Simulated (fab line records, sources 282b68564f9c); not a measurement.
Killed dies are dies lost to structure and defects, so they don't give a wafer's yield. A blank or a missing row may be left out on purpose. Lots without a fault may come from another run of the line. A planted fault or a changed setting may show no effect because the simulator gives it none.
fab line records | flow rit_cmos
record lots=14 wafers=42 last_day=7
route steps=202 shown PSD@149 M1@202
lots that met no fault: from a run of the same line without faults
start_h: hours from the record's first day to the start of the lot's first wafer shown | wait_h: hours since the lot's step before | " the same as in the row above | L1.1+2: a row that stands for several wafers | - no value, or no start given | * or withheld: withheld | < > ~ a bound
route shown NAME@n: a module of which the file shows steps, and the number in the route of the first | usual: mean/standard deviation of fault-free wafers | same: alike in all rows | chamber/n: place in a boat | sites: the reading at each site | _std_site: their standard deviation | _edge_site: outer sites' mean less inner sites' | radius_mm: how far each site lies from the wafer's centre | mask NAME#n: copy n | behind: the tool/chamber that last shaped the wafer | hold: why the lot was held/for how many hours/how that ended | device: the transistor (n, p or np) that didn't switch | end of line: the same wafers' tests at the end of the route | a step without rows: its recipe alone | killed: dies lost to structure and defects at the first sort, not the wafer's yield | map: a wafer's dies, x killed, . not, _ none there
set.NAME: the setting as run; set.NAME@STEP: as run at that earlier step | model.NAME: the simulator's own value behind a step, which no gauge read
steps of the route over a sample of lots; a table a step, a row a wafer
## steps
# step RIT_PSD_HARDBAKE_07
# recipe resist=NOVOLAK temp_c=140 time_s=60
# usual chill_plate_temp_C=22.99/0.12 heater_power_total_W=62.55/0.045 plate_temp_C=140.01/0.14
# columns lot.wafer tool chamber start_h wait_h chill_plate_temp_C heater_power_total_W plate_temp_C
L223.1 litho_track-04 0 54.71 0.0 22.92 62.58 139.96
L223.5 " 0 " " 23.01 62.52 140.01
L223.6 " 0 " " 23.02 62.53 139.71
L224.1 litho_track-03 0 62.13 0.0 23.09 62.52 139.92
L224.2 " 0 " " 23.05 62.56 140.01
L224.6 " 0 " " 23.07 62.55 140.22
L225.4 litho_track-01 0 65.74 0.1 22.90 62.54 140.13
L225.5 " 0 " " 23.11 62.47 140.26
L225.6 " 0 " " 23.15 62.61 140.06
L227.2 litho_track-01 0 73.82 0.0 23.03 62.59 140.06
L227.4 " 0 " " 23.15 62.60 139.99
L227.6 " 0 " " 23.17 62.56 140.22
L231.1 litho_track-04 0 95.66 0.0 22.93 62.56 139.96
L231.5 " 0 " " 23.05 62.61 139.90
L231.6 " 0 " " 22.92 62.57 139.80
L232.1 litho_track-01 0 98.95 0.0 22.98 62.52 140.13
L232.2 " 0 " " 22.94 62.60 139.95
L232.3 " 0 " " 23.12 62.56 139.96
L233.1 litho_track-01 0 100.62 0.0 23.05 62.47 140.11
L233.5 " 0 " " 22.95 62.53 139.82
L233.6 " 0 " " 22.92 62.55 140.08
L234.2 litho_track-03 0 105.50 0.0 23.04 62.57 139.86
L234.4 " 0 " " 23.02 62.51 139.96
L234.5 " 0 " " 23.09 62.50 139.90
L238.2 litho_track-04 0 128.62 0.0 23.02 60.89 137.02
L238.5 " 0 " " 23.11 60.92 137.17
L238.6 " 0 " " 23.03 61.00 137.23
L239.2 litho_track-04 0 130.82 0.0 22.95 60.88 137.15
L239.4 " 0 " " 23.05 60.91 137.42
L239.5 " 0 " " 23.13 60.91 137.19
L240.2 litho_track-03 0 138.25 0.0 22.76 62.50 140.00
L240.5 " 0 " " 22.91 62.47 140.26
L240.6 " 0 " " 22.88 62.53 140.12
L242.1 litho_track-01 0 148.40 0.0 22.97 62.53 139.93
L242.2 " 0 " " 22.96 62.49 140.23
L242.4 " 0 " " 23.02 62.53 140.06
L245.1 litho_track-03 0 164.62 0.0 22.98 62.60 140.08
L245.2 " 0 " " 23.06 62.56 140.06
L245.4 " 0 " " 22.87 62.58 140.15
L246.2 litho_track-03 0 168.35 0.0 22.98 62.51 139.83
L246.3 " 0 " " 23.19 62.61 139.98
L246.6 " 0 " " 23.22 62.53 140.02
# step RIT_M1_PROBE_99
# usual killed_at_M0_to_M3=0.0/0.23 killed_at_contacts=0.1/0.34 killed_at_front_end=6.9/2.8 killed_dies=7.1/2.8 killed_open=3.4/1.9 killed_short=3.6/1.7
# same gross_dies=264 killed_at_M4_up=0 killed_at_back_side=0 killed_at_other=0
# columns lot.wafer tool chamber start_h wait_h killed_at_M0_to_M3 killed_at_contacts killed_at_front_end killed_dies killed_open killed_short
L240.2 prober-02 - 147.70 0.1 0 0 6 6 1 5
L240.5 prober-02 - 147.85 0.2 0 0 7 7 3 4
L240.6 prober-02 - 147.90 0.2 0 0 6 6 4 2
L246.2 prober-01 - 176.72 0.1 0 0 7 7 1 6
L246.3 prober-01 - 176.77 0.2 0 0 8 8 4 4
L246.6 prober-01 - 176.92 0.2 0 0 9 9 4 5
# killed by level:class
L240.2 GATE:geometric_particle:short=3 FOX1:geometric_particle:short=1 GATE:geometric_particle:open=1 SILICIDE:geometric_particle:short=1
L240.5 FOX1:geometric_particle:short=2 GATE:geometric_particle:short=2 FOX1:geometric_particle:open=1 GATE:geometric_particle:open=1 SPACER:geometric_particle:open=1
L240.6 GATE:geometric_particle:open=2 FOX1:geometric_particle:short=1 FOX2:geometric_particle:open=1 SILICIDE:geometric_particle:short=1 SILICIDE:geometric_particle:open=1
L246.2 REOX:geometric_particle:short=2 FOX1:geometric_particle:short=1 FOX2:geometric_particle:short=1 GATE:geometric_particle:short=1 GATE:geometric_particle:open=1 SILICIDE:geometric_particle:short=1
L246.3 GATE:geometric_particle:open=2 GATE:geometric_particle:short=2 FOX1:geometric_particle:short=1 FOX2:geometric_particle:open=1 REOX:geometric_particle:open=1 SILICIDE:geometric_particle:short=1
L246.6 FOX2:geometric_particle:open=2 REOX:geometric_particle:short=2 FOX1:geometric_particle:short=1 FOX2:geometric_particle:short=1 GATE:geometric_particle:open=1 GATE:geometric_particle:short=1 REOX:geometric_particle:open=1
## key
first_sign step=RIT_PSD_HARDBAKE_07 reading=heater_power_total_W direction=down sigmas=36 usual=62.55 struck=60.92
effect step=RIT_PSD_HARDBAKE_07 reading=plate_temp_C direction=down sigmas=21 usual=* struck=*
met_at RIT_PSD_HARDBAKE_07
struck_lots L238,L239
tester_left_out L238,L239
onset_between 95.66 128.62
fault kind=process_parameter_drift tool=litho_track-04 chamber=- onset_h=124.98 steps=RIT_PSD_HARDBAKE_07 channel=temp_c offset=* shape=step end_h=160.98 acts_in=* stated=*
# tester_left_out: of these lots the tester's yield and bins aren't shown, on N5 and GAA mostly nor the transistor test; their killed dies are dies lost to structure and defects alone, not to doping, threshold or leakage, so they don't give the yield
